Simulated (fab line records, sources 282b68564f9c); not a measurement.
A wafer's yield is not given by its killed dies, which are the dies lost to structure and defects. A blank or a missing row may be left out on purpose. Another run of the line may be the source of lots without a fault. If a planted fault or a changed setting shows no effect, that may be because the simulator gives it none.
Comparing a struck lot with a sound one	flow ritCmos	43 steps out of a route of 202
Sound: the wafers L723.1, L723.4, L723.5. Wafers L735.1, L735.4, L735.5 were the ones struck. The cause is given at the end.
Order at every step that has rows: each side's tool, ch and its chambers, its first start. Under that, the readings that differ: sound wafers	struck wafers	difference of the means	sigmas: that difference in standard deviations of wafers without a fault.
alike: readings with means less than 2 such deviations apart, plus words and numbers identical on both sides. not compared: withheld readings, readings lacking a value on some wafer, bounds such as >300 that could conceal the same value, and numbers that have no deviation in the record and whose values overlap.
The two part at a step that has a row with sigmas, a row that says differs or no value, or rows on one side only. When numbers do not overlap yet have no deviation, they are printed without sigmas and do not part them. A reading missing from all wafers of one side parts the sides only when that side holds two or more wafers.

first, 1 step without rows for these wafers: RIT_SDANNEAL_CLEAN_02 (cleans in SC2, time 600 s).
RIT_SDANNEAL_RTA_03: time 5 s.
  sound on rtpAnneal-01 ch 0, day 4 10:43; struck on rtpAnneal-02 ch 0, day 6 21:31
  alike: wafer_temp_C_max
RIT_SDANNEAL_RS_MEAS_04: the measuring method here is four-point-probe.
  sound: filmMetro-02 at day 4 10:47; struck: filmMetro-01 at day 6 21:35
  alike: PSD_RS
RIT_SDANNEAL_RS_MEAS_05: the measuring method here is four-point-probe.
  sound: filmMetro-02 at day 4 10:54; struck: filmMetro-01 at day 6 21:42
  alike: NSD_RS
RIT_SDANNEAL_RS_MEAS_06: the measuring method here is four-point-probe.
  sound: filmMetro-02 at day 4 11:01; struck: filmMetro-01 at day 6 21:49
  alike: PLDD_RS
RIT_SDANNEAL_RS_MEAS_07: the measuring method here is four-point-probe.
  sound: filmMetro-02 at day 4 11:08; struck: filmMetro-01 at day 6 21:56
  alike: NLDD_RS
then, 1 step without rows for these wafers: RIT_SILICIDE_WET_ETCH_00 (etches SiO2 in BOE, target depth 14 nm, time 15 s).
RIT_SILICIDE_SPUTTER_01: material Ti, target thk 30 nm, time 240 s.
  sound: pvdSputter-01 at day 4 11:16; struck: pvdSputter-01 at day 6 22:05
  alike: throttleValvePct
RIT_SILICIDE_RS_MEAS_02: the measuring method here is four-point-probe.
  sound: filmMetro-03 at day 4 11:25; struck: filmMetro-03 at day 6 22:14
  alike: SILICIDE_TI_RS
RIT_SILICIDE_THK_MEAS_03: measures by xrf.
  sound: filmMetro-03 at day 4 11:32; struck: filmMetro-03 at day 6 22:21
  alike: SILICIDE_TI_THK
RIT_SILICIDE_RTA_04: time 10 s, ramp up 5 s, ramp down 5 s.
  sound on rtpAnneal-02 ch 0, day 4 11:36; struck on rtpAnneal-01 ch 0, day 6 22:25
  alike: wafer_temp_C_max
then, 1 step without rows for these wafers: RIT_SILICIDE_WET_ETCH_05 (etches Ti in SPM, time 120 s).
RIT_SILICIDE_RTA_06: time 10 s, ramp up 5 s, ramp down 10 s.
  sound on rtpAnneal-01 ch 0, day 4 11:43; struck on rtpAnneal-02 ch 0, day 6 22:31
  alike: wafer_temp_C_max
then, 1 step without rows for these wafers: RIT_CONTACT_CVD_00 (deposits SiO2 from TEOS, target thk 400 nm, time 61 s).
RIT_CONTACT_THK_MEAS_01:
  sound: filmMetro-01 at day 4 11:50; struck: filmMetro-01 at day 6 22:38
  alike: CONTACT_TEOS_THK
then, 6 steps without rows for these wafers: RIT_CONTACT_HMDS_02 (prime time 60 s); RIT_CONTACT_COAT_03 (resist thk 1000 nm); RIT_CONTACT_SOFTBAKE_04 (time 60 s); RIT_CONTACT_EXPOSE_05 (exposes mask M11, target cd 1000 nm); RIT_CONTACT_PEB_06; RIT_CONTACT_DEVELOP_07 (develop time 120 s).
RIT_CONTACT_CD_MEAS_08 targets a cd of 1000 nm.
  sound: cdSem-02 at day 4 12:52; struck: cdSem-02 at day 6 23:47
  alike: cdNm
RIT_CONTACT_OVL_MEAS_09:
  sound: overlay-01 at day 4 12:59; struck: overlay-02 at day 6 23:55
  alike: CONTACT_OVL
then, 3 steps without rows for these wafers: RIT_CONTACT_HARDBAKE_10 (time 60 s); RIT_CONTACT_ETCH_11 (etches SiO2 in CHF3/CF4/Ar, stops on TiSi2, target depth 480 nm, time 320 s); RIT_CONTACT_STRIP_12 (strips in O2, time 180 s).
RIT_CONTACT_CD_MEAS_90 targets a cd of 1000 nm.
  sound: cdSem-02 at day 4 13:32; struck: cdSem-02 at day 7 00:28
  alike: cdNm
then, 2 steps without rows for these wafers: RIT_CONTACT_CLEAN_13 (cleans in SC1, time 600 s); RIT_CONTACT_CLEAN_14 (cleans in SC2, time 600 s).
RIT_M1_SPUTTER_00: material Al, target thk 400 nm, time 500 s.
  sound: pvdSputter-04 at day 4 14:11; struck: pvdSputter-02 at day 7 00:57
  alike: throttleValvePct
RIT_M1_RS_MEAS_01: the measuring method here is four-point-probe.
  sound: filmMetro-01 at day 4 14:28; struck: filmMetro-02 at day 7 01:14
  alike: M1_AL_RS
RIT_M1_THK_MEAS_02: measures by xrf.
  sound: filmMetro-01 at day 4 14:35; struck: filmMetro-02 at day 7 01:22
  alike: M1_AL_THK
then, 6 steps without rows for these wafers: RIT_M1_HMDS_03 (prime time 60 s); RIT_M1_COAT_04 (resist thk 1300 nm); RIT_M1_SOFTBAKE_05 (time 60 s); RIT_M1_EXPOSE_06 (exposes mask M12, target cd 2600 nm); RIT_M1_PEB_07; RIT_M1_DEVELOP_08 (develop time 68 s).
RIT_M1_CD_MEAS_09 targets a cd of 2600 nm.
  sound: cdSem-01 at day 4 15:39; struck: cdSem-01 at day 7 02:31
  alike: cdNm
RIT_M1_OVL_MEAS_10:
  sound: overlay-02 at day 4 15:47; struck: overlay-01 at day 7 02:38
  alike: M1_OVL
then, 1 step without rows for these wafers: RIT_M1_HARDBAKE_11 (time 120 s).
RIT_M1_METAL_ETCH_12: etches Al in Cl2/BCl3, stops on SiO2, time 165 s, target depth 600 nm.
  sound on rieMetal-03 ch 0,1, day 4 16:04; struck on rieMetal-02 ch 0,1, day 7 02:55
  alike: drypumpMotorCurrentA, oesProductAu, throttleValvePct
  not compared: rfHoursCounterH
RIT_M1_PROBE_99:
  sound: prober-01 at day 4 19:55; struck: prober-02 at day 7 05:20
reading	sound	struck	difference	sigmas
model.etest.npolySal.rsOhmSq	4.407 4.435 4.495	8.223 8.169 8.153	+3.736	
model.etest.pplusSal.rsOhmSq	4.367 4.409 4.43	8.127 8.051 8.111	+3.694	
model.etest.ppolySal.rsOhmSq	4.398 4.394 4.445	8.115 8.085 8.056	+3.673	
model.etest.nplusSal.rsOhmSq	4.335 4.336 4.431	7.994 7.988 8.052	+3.644	
model.etest.pplusSal.lineOhmUm	1.267 1.264 1.289	2.352 2.332 2.373	+1.079	
model.etest.nplusSal.lineOhmUm	1.269 1.275 1.294	2.362 2.322 2.297	+1.048	
model.etest.contactNpoly.rcOhm	1.423 1.434 1.44	2.328 2.421 2.398	+0.950	
model.etest.contactNplus.rcOhm	1.386 1.4 1.385	2.389 2.312 2.347	+0.959	
  alike: killedAtContacts, killedAtFrontEnd, killedDies, killedOpen, killedShort

## WHERE THEY PART
Nowhere in this record.

WHY: what had been put in by the simulator
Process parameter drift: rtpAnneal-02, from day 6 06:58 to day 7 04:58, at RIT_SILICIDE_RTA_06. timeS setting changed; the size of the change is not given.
